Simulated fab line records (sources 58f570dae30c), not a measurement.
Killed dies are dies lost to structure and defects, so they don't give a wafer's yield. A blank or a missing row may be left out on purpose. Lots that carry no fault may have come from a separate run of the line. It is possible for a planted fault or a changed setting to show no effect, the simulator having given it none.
What tool caused it?    flow berkeley cmos170    Sampling: 13 lots, 39 wafers, 4 of 331 route steps

WHAT THE GAUGES READ, wafer by wafer
UCB170_SDANNEAL_RS_MEAS_05: the measuring method here is four-point-probe.
lot   measured      on             NLDD_RS (ohm/sq)
L552  day 7 10:38   film metro-04  616.8 616.9 615.3
L553  day 8 14:53   film metro-02  616.5 617.5 618.1
L554  day 8 15:05   film metro-03  617.0 618.0 617.7
L555  day 8 15:16   film metro-04  614.4 616.2 614.6
L557  day 9 10:35   film metro-02  613.5 613.7 614.6
L568  day 11 06:32  film metro-04  617.4 616.1 617.5
L572  day 12 09:11  film metro-04  613.8 614.4 613.9
L569  day 12 09:28  film metro-03  616.8 617.2 615.8
L571  day 12 09:45  film metro-02  613.7 615.2 615.0
L574  day 12 10:07  film metro-03  616.0 616.4 617.5
L573  day 12 10:14  film metro-02  611.7 614.5 610.3
L570  day 12 10:14  film metro-04  616.1 614.5 614.6
L575  day 12 12:11  film metro-04  617.5 616.9 617.8

UCB170_M3_CD_MEAS_90: target cd 700 nm.
lot   measured      on         cd nm (nm)
L552  day 8 07:09   cd sem-01  691 693 699
L553  day 9 17:57   cd sem-01  695 702 694
L554  day 9 18:13   cd sem-01  701 699 699
L555  day 9 17:58   cd sem-02  704 707 707
L557  day 10 10:37  cd sem-02  699 705 696
L568  day 12 08:41  cd sem-02  698 701 697
L572  day 13 07:05  cd sem-02  695 705 701
L569  day 13 13:54  cd sem-01  696 698 694
L571  day 13 18:03  cd sem-01  702 701 700
L574  day 13 14:18  cd sem-01  703 700 701
L573  day 13 16:14  cd sem-02  699 702 700
L570  day 13 11:22  cd sem-02  703 706 701
L575  day 13 18:11  cd sem-01  699 698 699

EACH LOT AND THE TOOL THAT RAN IT (in order: tool; ch and the chambers of the sampled wafers; start)
lot   UCB170_V2_EXPOSE_09                UCB170_M3_STRIP_07
L552  krf scanner-01 ch 0, day 8 03:23   plasma asher-04 ch 0,1, day 8 05:31
L553  krf scanner-01 ch 0, day 9 12:28   plasma asher-03 ch 0,1, day 9 14:44
L554  krf scanner-01 ch 0, day 9 12:48   plasma asher-02 ch 0,1, day 9 15:02
L555  krf scanner-02 ch 0, day 9 12:01   plasma asher-02 ch 0,1, day 9 14:35
L557  krf scanner-01 ch 0, day 10 06:59  plasma asher-02 ch 0,1, day 10 08:52
L568  krf scanner-02 ch 0, day 12 04:29  plasma asher-03 ch 0,1, day 12 06:27
L572  krf scanner-02 ch 0, day 13 01:46  plasma asher-03 ch 0,1, day 13 04:00
L569  krf scanner-01 ch 0, day 13 08:13  plasma asher-03 ch 0,1, day 13 11:02
L571  krf scanner-01 ch 0, day 13 13:26  plasma asher-03 ch 0,1, day 13 15:50
L574  krf scanner-02 ch 0, day 13 07:38  plasma asher-02 ch 0,1, day 13 10:52
L573  krf scanner-01 ch 0, day 13 11:41  plasma asher-03 ch 1, day 13 13:51
L570  krf scanner-02 ch 0, day 13 04:49  plasma asher-03 ch 0,1, day 13 08:14
L575  krf scanner-02 ch 0, day 13 13:07  plasma asher-02 ch 0,1, day 13 15:28
- UCB170_V2_EXPOSE_09: exposes mask VIA2, target cd 700 nm.
- UCB170_M3_STRIP_07: strips in O2.

WHAT THE TOOLS THEMSELVES READ (means of the sampled wafers that have a number; where no wafer has one, the mark that the record gives instead)
UCB170_V2_EXPOSE_09.
lot   tool            exposure dose mJ cm2  stage vel mm s (mm/s)
L552  krf scanner-01  37.00                 500.08
L553  krf scanner-01  36.96                 500.10
L554  krf scanner-01  37.07                 500.23
L555  krf scanner-02  37.05                 499.94
L557  krf scanner-01  36.78                 499.96
L568  krf scanner-02  37.01                 500.08
L572  krf scanner-02  37.00                 499.87
L569  krf scanner-01  36.99                 499.85
L571  krf scanner-01  37.00                 500.41
L574  krf scanner-02  37.02                 499.79
L573  krf scanner-01  37.01                 500.10
L570  krf scanner-02  36.95                 500.10
L575  krf scanner-02  36.98                 499.80

UCB170_M3_STRIP_07.
lot   tool             drypump motor current A (A)  oes product au (a.u.)  strip time to endpoint s (s)
L552  plasma asher-04  5.4                          0.738                  22.01
L553  plasma asher-03  5.2                          0.736                  21.99
L554  plasma asher-02  5.8                          0.731                  21.95
L555  plasma asher-02  5.8                          0.733                  22.02
L557  plasma asher-02  5.8                          0.735                  21.94
L568  plasma asher-03  5.2                          0.734                  21.93
L572  plasma asher-03  5.6                          0.732                  21.97
L569  plasma asher-03  5.6                          0.736                  21.93
L571  plasma asher-03  5.2                          0.734                  22.01
L574  plasma asher-02  5.8                          0.733                  22.04
L573  plasma asher-03  4.9                          0.736                  22.03
L570  plasma asher-03  5.6                          0.732                  21.92
L575  plasma asher-02  5.8                          0.737                  21.90

THE ANSWER, worked out from the rows above alone
Rule: the lots themselves supply what counts as usual. The widest of any qualifying gaps counts: lots, ordered by their means at a reading, are off when they make up no more than a third of the lots, leave a main group of 4 or more, and stand apart from it by 3 or more times the standard deviation of that group's means. Not used: any main group whose means are identical at the precision the tables above print for the reading. A lot without any number at a reading at which 4 lots or more have one is off too. Any other lot the step has rows for is counted as sound. First the gauges in route order, then the tools' own readings, where a lot's mean is used as printed above. The first step at which some lot is off is used, and at that step the reading that is off furthest; a lot without a number counts as furthest.
Off, at UCB170_V2_EXPOSE_09 on exposure dose mJ cm2: L557. The main group: mean 37.00, standard deviation 0.032.
A tool fits if, at that step or a process step before it, it ran every lot that is off, and no sound lot after the first of them. None of those tried fits.

WHAT THE SIMULATOR PUT IN
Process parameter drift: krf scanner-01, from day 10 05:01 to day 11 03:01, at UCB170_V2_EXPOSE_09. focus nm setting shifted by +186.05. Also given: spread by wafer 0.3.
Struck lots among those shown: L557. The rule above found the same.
